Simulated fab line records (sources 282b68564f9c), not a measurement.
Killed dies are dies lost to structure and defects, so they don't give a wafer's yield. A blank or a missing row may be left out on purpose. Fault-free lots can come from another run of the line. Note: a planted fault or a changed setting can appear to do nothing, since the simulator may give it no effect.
Split-lot trial ; flow rit_cmos ; 5 lots, 23 wafers read, on a route of 202 steps

== THE SPLIT ITSELF ==
At RIT_PLDD_IMPLANT_08, the setting energy_kev was moved away from the recipe's 20 on 4 of the 23 wafers read, by -4.8% to -1.8%. The other wafers ran this setting at the recipe's value.

== FROM THE SPLIT TO THE READING: what the file shows between them, 5 steps ==
- RIT_SPACER_CVD_03: deposits Si3N4 from SiH2Cl2/NH3, target thk 250 nm, time 3300 s (also split here: temp_c)
- RIT_SPACER_THK_MEAS_04
- RIT_SPACER_ETCHBACK_05: etches Si3N4 in SF6/CHF3, stops on SiO2, target depth 250 nm, time 240 s
- RIT_SDANNEAL_CLEAN_02: cleans in SC2, time 600 s (also split here: time_s)
- RIT_SDANNEAL_RTA_03: time 5 s

== THE READING ==
PLDD_RS (ohm/sq), read at RIT_SDANNEAL_RS_MEAS_06 with a four-point probe. Typical for fault-free wafers on this fab line: 178.8 ohm/sq, with standard deviation 0.45 ohm/sq.

wafer;tool, chamber at the split;energy_kev as run;against the recipe;PLDD_RS, ohm/sq;against lot-mates on the recipe
L074.1;implanter-02, 0;20;recipe;178.9;-
L074.3;implanter-02, 0;20;recipe;179.3;-
L074.4;implanter-02, 0;20;recipe;178.7;-
L074.5;implanter-02, 0;20;recipe;179.4;-
L074.6;implanter-02, 0;20;recipe;178.3;-
L078.1;implanter-04, 0;20;recipe;178.6;-
L078.2;implanter-04, 0;20;recipe;178.1;-
L078.4;implanter-04, 0;19.65;-1.8%;179.9;+1.7
L078.5;implanter-04, 0;19.65;-1.8%;179.1;+0.9
L078.6;implanter-04, 0;20;recipe;177.9;-
L082.2;implanter-04, 0;20;recipe;179.0;-
L082.5;implanter-04, 0;20;recipe;179.8;-
L082.6;implanter-04, 0;20;recipe;179.0;-
L083.1;implanter-02, 0;20;recipe;178.7;-
L083.2;implanter-02, 0;19.03;-4.8%;182.1;+3.5
L083.3;implanter-02, 0;20;recipe;178.5;-
L083.4;implanter-02, 0;19.03;-4.8%;182.1;+3.5
L083.6;implanter-02, 0;20;recipe;178.6;-
L085.1;implanter-04, 0;20;recipe;179.1;-
L085.2;implanter-04, 0;20;recipe;178.8;-
L085.3;implanter-04, 0;20;recipe;179.2;-
L085.4;implanter-04, 0;20;recipe;178.7;-
L085.5;implanter-04, 0;20;recipe;178.9;-

THE FIT
A straight line over all 23 wafers: PLDD_RS changes by -0.651 ohm/sq for each +1% of energy_kev; r = -0.90; the points scatter about the line by 0.46 ohm/sq.
The same after taking each lot's own level away (the mean of its wafers on the recipe; 23 wafers): -0.724 ohm/sq for each +1%; r = -0.96; scatter 0.31 ohm/sq.
Per that fit: largest energy_kev move, reading shift of 3.5 ohm/sq.
From 178.20 to 179.27 ohm/sq: that is the span of the lots' own levels, equal to 2.4 times the standard deviation above.
The two slopes agree, so the slope changes little with the lot-to-lot level.
Check: with one of the wafers moved furthest among these (-4.8%) left out of the fit, the line predicts +3.52 ohm/sq for it against its lot-mates. Against them it came out at +3.5 ohm/sq.

== FURTHER SPLITS ON THESE WAFERS ==
These wafers also went through other splits before the reading. Each is held against what the fit with the lots' levels taken away leaves over:
other split on the same wafers;wafers away from the commonest value;r with PLDD_RS (lot level and that fit taken away)
RIT_FOX2_OXIDATION_00 temp_c;15;-0.02
RIT_PWELL_IMPLANT_08 energy_kev;5;+0.16
RIT_PRETRO_IMPLANT_08 dose_cm2;8;-0.01
RIT_GATE_CVD_08 temp_c;18;+0.02
RIT_GATE_COAT_11 spin_rpm;10;+0.28
RIT_GATE_ETCH_19 rf_w;6;-0.15
RIT_SPACER_CVD_03 temp_c;18;+0.02
RIT_SDANNEAL_CLEAN_02 time_s;15;+0.01

== THE WHOLE CHAIN: every reading that the file lists as answering this split, in the file's order ==
step;what it does;reading;change (the file's fit);r (the file's)
RIT_PLDD_IMPLANT_08;;implant.rp_nm (the simulator's own value, which no gauge read);+0.138 nm for each +1% of the setting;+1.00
RIT_PLDD_IMPLANT_08;;implant.drp_nm (the simulator's own value, which no gauge read);+0.069 nm for each +1% of the setting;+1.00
RIT_SDANNEAL_RS_MEAS_06;measures by four-point-probe;PLDD_RS;-0.732 for each +1% of the setting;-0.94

== FILE'S OWN FIT ==
PLDD_RS changes by -0.732 ohm/sq for each +1% of energy_kev, r = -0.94.
